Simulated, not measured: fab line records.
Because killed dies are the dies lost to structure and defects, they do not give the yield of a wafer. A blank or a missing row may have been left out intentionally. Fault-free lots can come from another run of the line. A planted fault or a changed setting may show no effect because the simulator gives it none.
Which of the tools did it? | flow berkeley cmos170 | 42 wafers from 14 lots sampled at 2 of the route's 331 steps

== WHAT EACH GAUGE READ, for each wafer ==
UCB170_GATE_CD_MEAS_12: the cd target is 350 nm.
lot  | measured     | on        | cd nm (nm)
L421 | day 7 02:55  | cd sem-02 | 350.4 349.8 349.6
L422 | day 7 11:21  | cd sem-02 | 349.9 351.0 350.4
L423 | day 7 11:41  | cd sem-01 | 348.8 350.9 349.2
L425 | day 8 01:35  | cd sem-02 | 347.5 348.0 347.8
L424 | day 8 02:20  | cd sem-01 | 348.2 348.5 348.9
L428 | day 8 17:37  | cd sem-01 | 349.8 349.6 350.1
L427 | day 8 17:52  | cd sem-01 | 348.6 350.0 348.3
L426 | day 8 18:10  | cd sem-02 | 351.2 351.7 350.1
L430 | day 9 12:59  | cd sem-01 | 348.2 346.3 347.0
L431 | day 9 13:14  | cd sem-02 | 348.4 349.9 350.4
L432 | day 10 09:40 | cd sem-02 | 351.0 351.1 350.4
L436 | day 11 12:41 | cd sem-01 | 351.5 351.7 352.4
L441 | day 11 19:41 | cd sem-01 | 361.5 361.4 362.6
L442 | day 12 14:39 | cd sem-02 | 361.0 360.2 361.1

== WHAT TOOL EACH LOT RAN ON (gives the tool, then ch and the chambers of the sampled wafers, and finally the start) ==
lot  | UCB170_GATE_SOFTBAKE_08
L421 | litho track-04 ch 0, day 7 01:00
L422 | litho track-03 ch 0, day 7 10:00
L423 | litho track-01 ch 0, day 7 11:00
L425 | litho track-03 ch 0, day 8 01:00
L424 | litho track-01 ch 0, day 8 01:00
L428 | litho track-03 ch 0, day 8 16:00
L427 | litho track-04 ch 0, day 8 16:00
L426 | litho track-01 ch 0, day 8 16:00
L430 | litho track-04 ch 0, day 9 12:00
L431 | litho track-01 ch 0, day 9 12:00
L432 | litho track-03 ch 0, day 10 08:00
L436 | litho track-03 ch 0, day 11 11:00
L441 | litho track-01 ch 0, day 11 18:00
L442 | litho track-01 ch 0, day 12 13:00
- UCB170_GATE_SOFTBAKE_08: time 60 s.

== AS READ BY THE TOOLS THEMSELVES (means over the sampled wafers that have a number; for cases with no such wafer, the mark the record gives instead) ==
UCB170_GATE_SOFTBAKE_08.
lot  | tool           | heater power total W (W) | run length s (s)
L421 | litho track-04 | 56.82                    | 89.1
L422 | litho track-03 | 56.82                    | 88.7
L423 | litho track-01 | 56.76                    | 89.5
L425 | litho track-03 | 56.79                    | 88.8
L424 | litho track-01 | 56.83                    | 89.3
L428 | litho track-03 | 56.82                    | 88.7
L427 | litho track-04 | 56.83                    | 89.1
L426 | litho track-01 | 56.82                    | 89.4
L430 | litho track-04 | 56.78                    | 89.2
L431 | litho track-01 | 56.71                    | 89.4
L432 | litho track-03 | 56.78                    | 88.7
L436 | litho track-03 | 56.80                    | 88.7
L441 | litho track-01 | 70.55                    | 56.6
L442 | litho track-01 | 70.56                    | 56.7

== THE ANSWER, worked out from the rows above alone ==
Rule: usual is defined by the lots themselves. Put in order of their means at a reading, lots are off if they are a third of the lots or fewer, leave a main group of 4 or more, and stand apart from it by a gap of 3 or more times the standard deviation of the main group's means; of several such gaps the widest counts. Not used: any main group whose means are identical at the precision the tables above print for the reading. Also off: a lot with no number at a reading for which 4 or more lots have one. Where the step has rows for the other lots, those lots are counted as sound. After the gauges, taken in route order, come the tools' own readings; for these a lot's mean is taken, as printed above. The first step at which some lot is off is used, and at that step the reading that is off furthest; a lot without a number counts as furthest.
Off, at UCB170_GATE_CD_MEAS_12 on cd nm: L441, L442. Main group: mean 349.6 nm, sd 1.3.
A tool fits if, at a process step before that reading, it ran every lot that is off, and no sound lot after the first of them. Not tried: the gauges at UCB170_GATE_CD_MEAS_12; whatever is off there is also off at UCB170_GATE_SOFTBAKE_08, on other tools, and gauge error can't account for it. One fits: UCB170_GATE_SOFTBAKE_08 on litho track-01. A fault onset in the window from L431 (day 9 12:00, its last sound lot) to L441 (day 11 18:00, its first lot off) fits.
The tool's own readings at UCB170_GATE_SOFTBAKE_08 bear it out: on the lots that are off they differ by more than 5 times the standard deviation of the sound lots' means. heater power total W reads 70.56 W there against 56.80 W on the sound lots; run length s reads 56.7 s there against 89.0 s on the sound lots.

== WHAT WAS PUT IN BY THE SIMULATOR ==
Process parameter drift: litho track-01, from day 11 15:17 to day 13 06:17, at UCB170_GATE_SOFTBAKE_08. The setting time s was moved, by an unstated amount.
Lots struck among those shown: L441, L442. The rule above found the same.
